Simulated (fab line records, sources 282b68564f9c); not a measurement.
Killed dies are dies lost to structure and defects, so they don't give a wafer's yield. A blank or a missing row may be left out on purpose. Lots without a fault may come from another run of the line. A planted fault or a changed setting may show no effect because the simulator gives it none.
fab line records | flow rit_cmos
record lots=7 wafers=21 last_day=6
route steps=202 shown PLDD@122 SPACER@125 NSD@131 M1@202
lots that met no fault: from a run of the same line without faults
start_h: hours from the record's first day to the start of the lot's first wafer shown | wait_h: hours since the lot's step before | " the same as in the row above | L1.1+2: a row that stands for several wafers | - no value, or no start given | * or withheld: withheld | < > ~ a bound
route shown NAME@n: a module of which the file shows steps, and the number in the route of the first | usual: mean/standard deviation of fault-free wafers | same: alike in all rows | chamber/n: place in a boat | sites: the reading at each site | _std_site: their standard deviation | _edge_site: outer sites' mean less inner sites' | radius_mm: how far each site lies from the wafer's centre | mask NAME#n: copy n | behind: the tool/chamber that last shaped the wafer | hold: why the lot was held/for how many hours/how that ended | device: the transistor (n, p or np) that didn't switch | end of line: the same wafers' tests at the end of the route | a step without rows: its recipe alone | killed: dies lost to structure and defects at the first sort, not the wafer's yield | map: a wafer's dies, x killed, . not, _ none there
set.NAME: the setting as run; set.NAME@STEP: as run at that earlier step | model.NAME: the simulator's own value behind a step, which no gauge read
lots at some steps of the route; a table a step, a row a wafer
services: from which hour (start_h, from the record's first day; less than 0 if before it) a tool's chamber was out of use, for how many hours, and why
## steps
# step RIT_PLDD_IMPLANT_08
# recipe species=BF2 energy_kev=20 dose_cm2=9e+14 tilt_deg=7
# step RIT_PLDD_STRIP_09
# recipe chemistry=O2 time_s=180 resist=NOVOLAK platen_temp_c=withheld power_w=500 pressure_mtorr=4000 o2_flow_sccm=4000
# usual drypump_motor_current_A=5.8/0.59
# columns lot.wafer tool chamber start_h wait_h drypump_motor_current_A rf_hours_counter_h
L226.2 plasma_asher-02 1 65.75 0.1 6.3 44
L226.4 " 0 " " 6.6 -
L226.5 " 1 " " 6.3 -
L229.3 plasma_asher-04 1 87.28 0.1 5.2 -
L229.4 " 0 " " 5.3 -
L229.6 " 1 " " 5.2 -
L230.2 plasma_asher-02 1 93.26 0.1 6.3 47
L230.3 " 0 " " 6.6 -
L230.4 " 1 " " 6.3 -
L232.2 plasma_asher-04 0 97.49 0.1 5.3 42
L232.3 " 1 " " 5.2 -
L232.5 " 0 " " 5.3 -
L234.2 plasma_asher-03 1 123.89 0.1 6.4 29
L234.4 " 0 " " 6.0 -
L234.5 " 1 " " 6.4 -
L237.2 plasma_asher-04 1 133.97 0.1 5.2 45
L237.4 " 0 " " 5.3 -
L237.6 " 1 " " 5.2 -
L236.1 plasma_asher-03 0 134.26 0.1 6.0 30
L236.5 " 1 " " 6.4 -
L236.6 " 0 " " 6.0 -
# step RIT_PLDD_TW_MEAS_10
# usual PLDD_TW=2333/13
# columns lot.wafer tool chamber start_h wait_h PLDD_TW
L226.2 film_metro-02 - 65.94 0.1 2333
L226.4 " - " " 2343
L226.5 " - " " 2336
L229.3 film_metro-04 - 87.41 0.1 2332
L229.4 " - " " 2328
L229.6 " - " " 2317
L230.2 film_metro-02 - 93.45 0.1 2348
L230.3 " - " " 2337
L230.4 " - " " 2331
L232.2 film_metro-04 - 97.68 0.1 2335
L232.3 " - " " 2346
L232.5 " - " " 2341
L234.2 film_metro-04 - 124.07 0.1 2307
L234.4 " - " " 2312
L234.5 " - " " 2314
L237.2 film_metro-01 - 134.16 0.1 2329
L237.4 " - " " 2334
L237.6 " - " " 2328
L236.1 film_metro-01 - 134.44 0.1 2333
L236.5 " - " " 2328
L236.6 " - " " 2320
# step RIT_SPACER_CLEAN_00
# recipe chemistry=SC1 mix=3:3:50 time_s=600 temp_c=75
# step RIT_SPACER_CLEAN_01
# recipe chemistry=dHF dilution=50:1 time_s=30
# step RIT_SPACER_CLEAN_02
# recipe chemistry=SC2 mix=3:3:50 time_s=600 temp_c=75 dry=n2_spin
# step RIT_SPACER_CVD_03
# recipe material=Si3N4 target_thk_nm=250 temp_c=810 precursor=SiH2Cl2/NH3 time_s=3300 pressure_mtorr=308.2 sih2cl2_flow_sccm=60 nh3_flow_sccm=150
# step RIT_SPACER_THK_MEAS_04
# recipe reads=Si3N4_of_SPACER_CVD_03
# usual SPACER_NITRIDE_THK=251.2/2.7
# columns lot.wafer tool chamber start_h wait_h SPACER_NITRIDE_THK[nm]
L226.2 film_metro-03 - 68.30 0.0 252.0
L226.4 " - " " 251.9
L226.5 " - " " 251.3
L229.3 film_metro-04 - 89.76 0.0 251.8
L229.4 " - " " 251.7
L229.6 " - " " 251.9
L230.2 film_metro-04 - 95.81 0.0 249.9
L230.3 " - " " 250.3
L230.4 " - " " 249.7
L232.2 film_metro-02 - 100.13 0.1 248.5
L232.3 " - " " 250.1
L232.5 " - " " 250.8
L234.2 film_metro-04 - 126.59 0.0 250.0
L234.4 " - " " 255.3
L234.5 " - " " 253.1
L237.2 film_metro-02 - 136.50 0.0 249.5
L237.4 " - " " 251.7
L237.6 " - " " 251.7
L236.1 film_metro-02 - 136.80 0.0 251.6
L236.5 " - " " 250.8
L236.6 " - " " 253.8
# step RIT_SPACER_ETCHBACK_05
# recipe target_depth_a=2500 SF6_flow_sccm=30 CHF3_flow_sccm=30 target=Si3N4 chemistry=SF6/CHF3 pressure_mtorr=40 rf_w=250 time_s=240 stop_on=SiO2
# usual drypump_motor_current_A=5.8/0.4 oes_product_au=0.842/0.013 throttle_valve_pct=10.26/0.11
# columns lot.wafer tool chamber start_h wait_h drypump_motor_current_A oes_product_au rf_hours_counter_h throttle_valve_pct
L226.2 rie_diel-02 1 68.35 0.0 6.5 0.843 1 10.08
L226.4 " 1 " " 6.4 0.834 - 10.09
L226.5 " 3 " " 5.3 0.834 - 10.11
L229.3 rie_diel-02 0 89.80 0.0 5.9 0.850 8 10.41
L229.4 " 1 " " 6.5 0.841 1 10.09
L229.6 " 0 " " 5.9 0.848 - 10.41
L230.2 rie_diel-03 2 95.86 0.0 6.3 0.824 0 10.30
L230.3 " 3 " " 5.9 0.848 109 10.17
L230.4 " 1 " " 5.7 0.832 125 10.22
L232.2 rie_diel-04 1 100.18 0.0 5.0 0.850 20 10.38
L232.3 " 0 " " 5.8 0.848 56 10.35
L232.5 " 3 " " 5.6 0.819 - 10.36
L234.2 rie_diel-03 0 126.64 0.0 6.2 0.852 111 10.26
L234.4 " 3 " " 6.0 0.854 110 10.21
L234.5 " 3 " " 6.0 0.842 - 10.17
L237.2 rie_diel-02 3 136.55 0.0 5.3 0.834 15 10.11
L237.4 " 2 " " 5.8 0.850 135 10.25
L237.6 " 2 " " 5.7 0.859 - 10.24
L236.1 rie_diel-04 0 136.86 0.1 5.7 0.842 56 10.37
L236.5 " 1 " " 5.0 0.852 - 10.39
L236.6 " 2 " " 5.6 0.851 - 10.35
# step RIT_NSD_HMDS_00
# recipe prime_time_s=60 prime_temp_c=140
# step RIT_NSD_COAT_01
# recipe resist=NOVOLAK spin_rpm=3250 resist_thk_nm=1000
# step RIT_NSD_SOFTBAKE_02
# recipe resist=NOVOLAK temp_c=90 time_s=60
# step RIT_NSD_EXPOSE_03
# recipe mask_id=M9 na=0.57 target_cd_nm=40700 dose_mj=250
# usual exposure_dose_mJ_cm2=249.97/0.25
# columns lot.wafer tool chamber start_h wait_h mask exposure_dose_mJ_cm2 model.NSD.overlay_x_nm
L226.2 iline_stepper-01 0 69.15 0.2 M9#0 249.98 0.4465
L226.4 " 0 " " M9#0 249.71 0.4465
L226.5 " 0 " " M9#0 250.17 0.4465
L229.3 iline_stepper-02 0 90.44 0.1 M9#0 250.27 -0.1924
L229.4 " 0 " " M9#0 249.62 -0.1924
L229.6 " 0 " " M9#0 249.99 -0.1924
L230.2 iline_stepper-02 0 96.48 0.1 M9#0 250.15 358.9
L230.3 " 0 " " M9#0 249.80 358.9
L230.4 " 0 " " M9#0 250.04 358.9
L232.2 iline_stepper-01 0 100.80 0.1 M9#0 250.18 -0.2353
L232.3 " 0 " " M9#0 250.00 -0.2353
L232.5 " 0 " " M9#0 250.48 -0.2353
L234.2 iline_stepper-02 0 127.39 0.2 M9#0 250.07 359.8
L234.4 " 0 " " M9#0 250.29 359.8
L234.5 " 0 " " M9#0 249.90 359.8
L237.2 iline_stepper-02 0 137.30 0.2 M9#0 249.89 359
L237.4 " 0 " " M9#0 249.97 359
L237.6 " 0 " " M9#0 250.25 359
L236.1 iline_stepper-01 0 138.06 0.2 M9#0 250.33 0.5852
L236.5 " 0 " " M9#0 249.71 0.5852
L236.6 " 0 " " M9#0 249.79 0.5852
# step RIT_NSD_PEB_04
# recipe resist=NOVOLAK temp_c=withheld time_s=withheld
# step RIT_NSD_DEVELOP_05
# recipe resist=NOVOLAK develop_time_s=50 dev_temp_c=23
# step RIT_NSD_OVL_MEAS_06
# usual NSD_OVL=-1.0/1.3
# columns lot.wafer tool chamber start_h wait_h NSD_OVL[nm]
L226.2 overlay-01 - 69.54 - 0.4
L226.4 " - " " 0.5
L226.5 " - " " -0.1
L229.3 overlay-01 - 90.81 - -1.7
L229.4 " - " " -2.4
L229.6 " - " " -1.7
L230.2 overlay-02 - 96.86 - 358.7
L230.3 " - " " 358.6
L230.4 " - " " 358.1
L232.2 overlay-02 - 101.19 - -1.6
L232.3 " - " " -1.5
L232.5 " - " " -1.8
L234.2 overlay-01 - 127.77 - 359.6
L234.4 " - " " 360.6
L234.5 " - " " 359.1
L237.2 overlay-02 - 138.04 - 357.9
L237.4 " - " " 357.9
L237.6 " - " " 358.3
L236.1 overlay-01 - 138.63 - -0.1
L236.5 " - " " -1.6
L236.6 " - " " 0.5
# step RIT_NSD_HARDBAKE_07
# recipe resist=NOVOLAK temp_c=140 time_s=60
# step RIT_M1_PROBE_99
# usual killed_at_contacts=0.1/0.23 killed_at_front_end=6.6/2.9 killed_dies=6.7/3 killed_open=3.5/2.1 killed_short=3.2/1.8
# same gross_dies=264 killed_at_M0_to_M3=0 killed_at_M4_up=0 killed_at_back_side=0 killed_at_other=0
# columns lot.wafer tool chamber start_h wait_h killed_at_contacts killed_at_front_end killed_dies killed_open killed_short model.etest.select_edge_diode_n.over_limit
L226.2 prober-01 - 79.56 0.1 0 14 14 9 5 0
L226.4 prober-01 - 79.66 0.2 0 10 10 6 4 0
L226.5 prober-01 - 79.71 0.2 0 9 9 9 0 0
L229.3 prober-02 - 100.93 0.2 0 10 10 7 3 0
L229.4 prober-02 - 100.98 0.2 1 8 9 4 5 0
L229.6 prober-02 - 101.08 0.2 0 10 10 5 5 0
L230.2 prober-02 - 106.69 0.1 0 6 6 4 2 1
L230.3 prober-02 - 106.74 0.2 0 10 10 8 2 1
L230.4 prober-02 - 106.79 0.2 0 13 13 9 4 1
L232.2 prober-02 - 112.56 0.1 0 5 5 2 3 0
L232.3 prober-02 - 112.61 0.2 0 7 7 3 4 0
L232.5 prober-02 - 112.71 0.2 0 9 9 4 5 0
L234.2 prober-02 - 138.10 0.1 0 5 5 3 2 1
L234.4 prober-02 - 138.20 0.2 0 2 2 0 2 1
L234.5 prober-02 - 138.25 0.2 0 6 6 4 2 1
L237.2 prober-02 - 148.73 0.1 0 7 7 6 1 1
L237.4 prober-02 - 148.83 0.2 0 7 7 3 4 1
L237.6 prober-02 - 148.93 0.2 0 6 6 4 2 1
L236.1 prober-01 - 150.18 0.1 0 7 7 4 3 0
L236.5 prober-01 - 150.38 0.2 0 9 9 2 7 0
L236.6 prober-01 - 150.43 0.2 0 8 8 4 4 0
# killed by level:class
L226.2 GATE:geometric_particle:open=3 SPACER:geometric_particle:open=3 SILICIDE:geometric_particle:open=3 REOX:geometric_particle:short=2 FOX1:geometric_particle:short=1 GATE:geometric_particle:short=1 SILICIDE:geometric_particle:short=1
L226.4 FOX1:geometric_particle:open=3 GATE:geometric_particle:open=2 SILICIDE:geometric_particle:short=2 FOX1:geometric_particle:short=1 SPACER:geometric_particle:short=1 SILICIDE:geometric_particle:open=1
L226.5 SILICIDE:geometric_particle:open=3 FOX2:geometric_particle:open=2 REOX:geometric_particle:open=2 GATE:geometric_particle:open=1 SPACER:geometric_particle:open=1
L229.3 REOX:geometric_particle:open=3 GATE:geometric_particle:short=2 SILICIDE:geometric_particle:open=2 FOX2:geometric_particle:open=1 REOX:geometric_particle:short=1 SPACER:geometric_particle:open=1
L229.4 FOX1:geometric_particle:open=2 SILICIDE:geometric_particle:short=2 FOX1:geometric_particle:short=1 FOX2:geometric_particle:short=1 GATE:geometric_particle:open=1 REOX:geometric_particle:open=1 CONTACT:geometric_particle:short=1
L229.6 REOX:geometric_particle:open=2 REOX:geometric_particle:short=2 FOX1:geometric_particle:short=1 FOX2:geometric_particle:open=1 GATE:geometric_particle:open=1 GATE:geometric_particle:short=1 SPACER:geometric_particle:open=1 SILICIDE:geometric_particle:short=1
L230.2 GATE:geometric_particle:open=2 FOX2:geometric_particle:short=1 GATE:geometric_particle:short=1 REOX:geometric_particle:open=1 SPACER:geometric_particle:open=1
L230.3 GATE:geometric_particle:open=4 GATE:geometric_particle:short=2 FOX1:geometric_particle:open=1 REOX:geometric_particle:open=1 SPACER:geometric_particle:open=1 SILICIDE:geometric_particle:open=1
L230.4 REOX:geometric_particle:open=4 FOX1:geometric_particle:open=2 FOX1:geometric_particle:short=1 GATE:geometric_particle:open=1 GATE:geometric_particle:short=1 REOX:geometric_particle:short=1 SPACER:geometric_particle:short=1 SPACER:geometric_particle:open=1
L232.2 SPACER:geometric_particle:short=2 FOX1:geometric_particle:open=1 FOX2:geometric_particle:open=1 GATE:geometric_particle:short=1
L232.3 FOX1:geometric_particle:short=1 FOX2:geometric_particle:short=1 GATE:geometric_particle:open=1 REOX:geometric_particle:short=1 SPACER:geometric_particle:short=1 SPACER:geometric_particle:open=1 SILICIDE:geometric_particle:open=1
L232.5 GATE:geometric_particle:open=3 GATE:geometric_particle:short=2 FOX1:geometric_particle:short=1 FOX2:geometric_particle:short=1 REOX:geometric_particle:open=1 SPACER:geometric_particle:short=1
L234.2 GATE:geometric_particle:open=1 GATE:geometric_particle:short=1 REOX:geometric_particle:open=1 SPACER:geometric_particle:short=1 SILICIDE:geometric_particle:open=1
L234.4 GATE:geometric_particle:short=1 SPACER:geometric_particle:short=1
L234.5 FOX1:geometric_particle:open=2 SPACER:geometric_particle:short=2 ACTIVE:geometric_particle:open=1 SPACER:geometric_particle:open=1
L237.2 SPACER:geometric_particle:open=3 FOX2:geometric_particle:open=2 FOX2:geometric_particle:short=1 SILICIDE:geometric_particle:open=1
L237.4 GATE:geometric_particle:short=2 GATE:geometric_particle:open=2 FOX1:geometric_particle:short=1 SPACER:geometric_particle:open=1 SILICIDE:geometric_particle:short=1
L237.6 FOX1:geometric_particle:short=2 GATE:geometric_particle:open=2 REOX:geometric_particle:open=1 SILICIDE:geometric_particle:open=1
L236.1 GATE:geometric_particle:open=4 GATE:geometric_particle:short=2 FOX1:geometric_particle:short=1
L236.5 GATE:geometric_particle:short=3 FOX2:geometric_particle:short=2 FOX1:geometric_particle:short=1 FOX2:geometric_particle:open=1 GATE:geometric_particle:open=1 REOX:geometric_particle:short=1
L236.6 GATE:geometric_particle:short=4 GATE:geometric_particle:open=2 SPACER:geometric_particle:open=1 SILICIDE:geometric_particle:open=1
## services
# columns tool chamber start_h hours kind
plasma_asher-03 - 42.53 45.4 repair
rie_diel-03 2 51.93 - clean
rie_diel-03 2 51.93 17.4 scheduled_down
rie_diel-03 2 51.93 17.4 vent_cycle
rie_diel-02 - 53.37 0.7 repair
iline_stepper-01 - 57.30 1.7 pm
rie_diel-02 - 60.12 2.8 pm
rie_diel-02 2 66.32 9.4 repair
rie_diel-03 2 81.55 8.1 repair
rie_diel-04 - 90.44 2.9 repair
rie_diel-03 1 104.77 2.6 repair
plasma_asher-02 - 111.76 0.5 repair
rie_diel-02 - 124.78 0.1 repair
plasma_asher-02 - 127.91 2.8 pm
rie_diel-03 1 134.34 5.9 repair
## key
first_sign step=RIT_NSD_OVL_MEAS_06 reading=NSD_OVL direction=up sigmas=99+ usual=-1.0 struck=358.8
effect none on later readings
model_effect step=RIT_NSD_EXPOSE_03 value=NSD.overlay_x_nm without=-0.7416 struck=359.3
model_effect step=RIT_M1_PROBE_99 value=etest.select_edge_diode_n.over_limit without=0 struck=1
met_at RIT_NSD_EXPOSE_03
struck_wafers L230.2,L230.3,L230.4,L234.2,L234.4,L234.5,L237.2,L237.4,L237.6
tester_left_out L230,L234,L237
onset_between 90.44 96.48
fault kind=scanner_matching_overlay tool=iline_stepper-02 chamber=- onset_h=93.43 steps=RIT_NSD_EXPOSE_03 offset=360
# tester_left_out: of these lots the tester's yield and bins aren't shown, on N5 and GAA mostly nor the transistor test; their killed dies are dies lost to structure and defects alone, not to doping, threshold or leakage, so they don't give the yield
